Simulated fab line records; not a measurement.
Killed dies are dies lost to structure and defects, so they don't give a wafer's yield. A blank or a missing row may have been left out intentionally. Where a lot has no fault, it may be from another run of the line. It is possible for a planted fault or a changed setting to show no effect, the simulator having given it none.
fab line records -- flow rit-cmos
record: lots: 14, wafers: 42, last-day: 7
route steps=202 shown NLDD@111
lots with no fault: from the same line, run without faults
start-h: hours from the record's opening day to when the first of the lot's shown wafers began -- wait-h: time in hours since the lot's previous step -- " same as the row above -- L1.1+2: a row that stands for several wafers -- - value missing, or start not given -- * or withheld: withheld -- < > ~ a bound
route shown NAME@n: NAME is a module with steps in the file, n the number in the route of the first one -- usual: mean/standard deviation taken from wafers without a fault -- same: alike in all rows -- chamber/n: place in a boat -- sites: the reading at each site -- _std_site: the values' standard deviation -- _edge_site: the outer-site mean with the inner-site mean subtracted -- radius-mm: how far each site lies from the wafer's centre -- mask NAME#n: copy n -- behind: tool/chamber where the wafer was last shaped -- hold: why the lot went on hold/how many hours it stayed there/how the hold came to an end -- device: the transistor (n, p or np) that didn't switch -- end of line: the tests these same wafers got at the end of their route -- where a step has no rows: the recipe by itself -- killed: at the first sort, the dies lost to defects and structure; wafer yield is something else -- map: a wafer's dies, x killed, . not, _ none there
set.NAME: the run value of the setting; set.NAME@STEP: its run value at that earlier step -- model.NAME: the simulator's own value behind a step, which no gauge read
one table for each step of the route and one row for each wafer, over a sample of lots
services: from which hour (start-h, from the record's first day; less than 0 if before it) a tool's chamber was out of use, for how many hours, and why
== steps ==
step: RIT_NLDD_IMPLANT_08
recipe: species: P, energy-kev: 20, dose-cm2: 5e+14, tilt-deg: 7
usual: beam-energy-keV: 20.000/0.0065, dose-ions-cm2: 5e+14/4.5e+11, faraday-current-uA: 1563/31
lot.wafer,tool,chamber,start-h,wait-h,beam-energy-keV,dose-ions-cm2,faraday-current-uA
L824.2,implanter-02,0,53.11,0.1,19.992,4.997e+14,1577
L824.3,implanter-02,0,53.11,0.1,20.004,4.992e+14,1611
L824.4,implanter-02,0,53.11,0.1,20.003,5.002e+14,1603
L825.2,implanter-01,0,66.13,0.1,20.003,5.001e+14,1519
L825.3,implanter-01,0,66.13,0.1,20.003,5.007e+14,1582
L825.5,implanter-01,0,66.13,0.1,20.004,5.005e+14,1547
L826.4,implanter-01,0,78.63,0.1,19.999,4.999e+14,1556
L826.5,implanter-01,0,78.63,0.1,19.987,4.998e+14,1554
L826.6,implanter-01,0,78.63,0.1,19.993,5.007e+14,1523
L827.1,implanter-02,0,82.36,0.1,20.006,5.003e+14,1572
L827.4,implanter-02,0,82.36,0.1,19.990,5.003e+14,1594
L827.5,implanter-02,0,82.36,0.1,20.007,4.994e+14,1551
L828.1,implanter-02,0,85.19,0.1,19.996,4.998e+14,1542
L828.2,implanter-02,0,85.19,0.1,20.002,4.995e+14,1573
L828.6,implanter-02,0,85.19,0.1,20.000,4.997e+14,1559
L830.4,implanter-02,0,91.28,0.1,19.991,4.991e+14,1563
L830.5,implanter-02,0,91.28,0.1,20.004,4.986e+14,1598
L830.6,implanter-02,0,91.28,0.1,20.013,4.996e+14,1577
L831.1,implanter-02,0,109.12,0.1,20.015,6.495e+14,2017
L831.3,implanter-02,0,109.12,0.1,20.000,6.495e+14,2009
L831.4,implanter-02,0,109.12,0.1,20.009,6.498e+14,1971
L832.1,implanter-01,0,109.36,0.1,20.000,4.998e+14,1496
L832.3,implanter-01,0,109.36,0.1,20.000,4.989e+14,1541
L832.4,implanter-01,0,109.36,0.1,19.994,5.003e+14,1532
L835.2,implanter-02,0,116.81,0.1,19.989,6.499e+14,1974
L835.4,implanter-02,0,116.81,0.1,19.993,6.5e+14,2017
L835.6,implanter-02,0,116.81,0.1,19.999,6.498e+14,2020
L840.1,implanter-01,0,136.92,0.1,20.006,4.998e+14,1554
L840.4,implanter-01,0,136.92,0.1,19.998,5e+14,1529
L840.6,implanter-01,0,136.92,0.1,20.009,4.996e+14,1566
L842.1,implanter-01,0,141.28,0.1,19.993,4.998e+14,1583
L842.2,implanter-01,0,141.28,0.1,19.996,5.004e+14,1580
L842.5,implanter-01,0,141.28,0.1,20.002,4.998e+14,1562
L844.1,implanter-01,0,149.01,0.1,19.997,4.998e+14,1591
L844.3,implanter-01,0,149.01,0.1,19.996,5.006e+14,1557
L844.5,implanter-01,0,149.01,0.1,19.993,5.001e+14,1596
L846.2,implanter-01,0,155.04,0.1,19.997,4.996e+14,1575
L846.4,implanter-01,0,155.04,0.1,20.004,4.998e+14,1557
L846.6,implanter-01,0,155.04,0.1,20.011,4.997e+14,1547
L847.1,implanter-01,0,162.57,0.1,20.011,5.004e+14,1578
L847.4,implanter-01,0,162.57,0.1,19.996,4.997e+14,1567
L847.6,implanter-01,0,162.57,0.1,20.005,4.998e+14,1562
step: RIT_NLDD_TW_MEAS_10
usual: NLDD_TW: 2502/27
lot.wafer,tool,chamber,start-h,wait-h,NLDD_TW
L824.2,film-metro-03,-,53.42,0.1,2504
L824.3,film-metro-03,-,53.42,0.1,2500
L824.4,film-metro-03,-,53.42,0.1,2498
L825.2,film-metro-02,-,66.44,0.1,2521
L825.3,film-metro-02,-,66.44,0.1,2521
L825.5,film-metro-02,-,66.44,0.1,2514
L826.4,film-metro-02,-,78.91,0.1,2523
L826.5,film-metro-02,-,78.91,0.1,2507
L826.6,film-metro-02,-,78.91,0.1,2502
L827.1,film-metro-01,-,82.69,0.1,2465
L827.4,film-metro-01,-,82.69,0.1,2456
L827.5,film-metro-01,-,82.69,0.1,2459
L828.1,film-metro-03,-,85.52,0.1,2521
L828.2,film-metro-03,-,85.52,0.1,2530
L828.6,film-metro-03,-,85.52,0.1,2528
L830.4,film-metro-03,-,91.56,0.1,2519
L830.5,film-metro-03,-,91.56,0.1,2525
L830.6,film-metro-03,-,91.56,0.1,2526
L831.1,film-metro-01,-,109.44,0.1,2632
L831.3,film-metro-01,-,109.44,0.1,2647
L831.4,film-metro-01,-,109.44,0.1,2628
L832.1,film-metro-01,-,109.69,0.1,2485
L832.3,film-metro-01,-,109.69,0.1,2459
L832.4,film-metro-01,-,109.69,0.1,2469
L835.2,film-metro-02,-,117.12,0.1,2706
L835.4,film-metro-02,-,117.12,0.1,2698
L835.6,film-metro-02,-,117.12,0.1,2695
L840.1,film-metro-02,-,137.25,0.1,2536
L840.4,film-metro-02,-,137.25,0.1,2528
L840.6,film-metro-02,-,137.25,0.1,2527
L842.1,film-metro-03,-,141.61,0.1,2512
L842.2,film-metro-03,-,141.61,0.1,2513
L842.5,film-metro-03,-,141.61,0.1,2511
L844.1,film-metro-02,-,149.34,0.1,2521
L844.3,film-metro-02,-,149.34,0.1,2509
L844.5,film-metro-02,-,149.34,0.1,2515
L846.2,film-metro-02,-,155.35,0.1,2499
L846.4,film-metro-02,-,155.35,0.1,2515
L846.6,film-metro-02,-,155.35,0.1,2520
L847.1,film-metro-03,-,162.90,0.1,2474
L847.4,film-metro-03,-,162.90,0.1,2478
L847.6,film-metro-03,-,162.90,0.1,2469
step: RIT_SDANNEAL_RS_MEAS_07
recipe: thk-meas-gauge: four-point-probe
usual: NLDD_RS: 151.6/0.5
lot.wafer,tool,chamber,start-h,wait-h,NLDD_RS[ohm/sq]
L824.2,film-metro-02,-,61.32,0.1,152.0
L824.3,film-metro-02,-,61.32,0.1,152.2
L824.4,film-metro-02,-,61.32,0.1,151.8
L825.2,film-metro-02,-,74.30,0.1,151.9
L825.3,film-metro-02,-,74.30,0.1,151.8
L825.5,film-metro-02,-,74.30,0.1,152.0
L826.4,film-metro-03,-,87.20,0.1,151.1
L826.5,film-metro-03,-,87.20,0.1,151.4
L826.6,film-metro-03,-,87.20,0.1,151.4
L827.1,film-metro-03,-,90.94,0.1,151.3
L827.4,film-metro-03,-,90.94,0.1,151.0
L827.5,film-metro-03,-,90.94,0.1,151.5
L828.1,film-metro-03,-,93.45,0.1,151.8
L828.2,film-metro-03,-,93.45,0.1,151.5
L828.6,film-metro-03,-,93.45,0.1,151.1
L830.4,film-metro-01,-,100.05,0.1,151.8
L830.5,film-metro-01,-,100.05,0.1,151.3
L830.6,film-metro-01,-,100.05,0.1,151.3
L831.1,film-metro-03,-,118.51,0.1,122.4
L831.3,film-metro-03,-,118.51,0.1,122.7
L831.4,film-metro-03,-,118.51,0.1,122.1
L832.1,film-metro-02,-,118.66,0.1,151.9
L832.3,film-metro-02,-,118.66,0.1,152.4
L832.4,film-metro-02,-,118.66,0.1,152.9
L835.2,film-metro-03,-,127.32,0.1,122.6
L835.4,film-metro-03,-,127.32,0.1,122.6
L835.6,film-metro-03,-,127.32,0.1,122.5
L840.1,film-metro-02,-,145.44,0.1,151.1
L840.4,film-metro-02,-,145.44,0.1,151.8
L840.6,film-metro-02,-,145.44,0.1,151.7
L842.1,film-metro-02,-,151.37,0.1,150.6
L842.2,film-metro-02,-,151.37,0.1,152.1
L842.5,film-metro-02,-,151.37,0.1,151.6
L844.1,film-metro-03,-,157.20,0.1,152.6
L844.3,film-metro-03,-,157.20,0.1,151.9
L844.5,film-metro-03,-,157.20,0.1,151.5
L846.2,film-metro-02,-,164.77,0.1,152.5
L846.4,film-metro-02,-,164.77,0.1,152.6
L846.6,film-metro-02,-,164.77,0.1,152.9
L847.1,film-metro-01,-,170.85,0.1,152.1
L847.4,film-metro-01,-,170.85,0.1,152.2
L847.6,film-metro-01,-,170.85,0.1,152.5
== services ==
tool,chamber,start-h,hours,kind
implanter-01,-,86.81,2.6,repair
implanter-02,-,119.67,2.7,repair
implanter-01,-,142.54,4.2,repair
== key ==
first-sign: step: RIT_NLDD_IMPLANT_08, reading: dose-ions-cm2, direction: up, sigmas: 99+, usual: 5e+14, struck: 6.498e+14
effect: step: RIT_NLDD_IMPLANT_08, reading: faraday-current-uA, direction: up, sigmas: 14, usual: 1563, struck: 2001
effect: step: RIT_NLDD_TW_MEAS_10, reading: NLDD_TW, direction: up, sigmas: 6.2, usual: 2502, struck: 2667
effect: step: RIT_SDANNEAL_RS_MEAS_07, reading: NLDD_RS, direction: down, sigmas: 59, usual: 151.6, struck: 122.5
met-at RIT_NLDD_IMPLANT_08
struck-lots L831,L835
tester-left-out L831,L835
onset-between 91.28 109.12
fault: kind: process-parameter-drift, tool: implanter-02, chamber: -, onset-h: 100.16, steps: RIT_NLDD_IMPLANT_08, channel: dose-cm2, offset: 1.5e+14, shape: step, end-h: 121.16, acts-in: these-recipes-only, stated: 5e+14
tester-left-out: of these lots the tester's yield and bins aren't shown, on N5 and GAA mostly nor the transistor test; their killed dies are dies lost to structure and defects alone, not to doping, threshold or leakage, so they don't give the yield
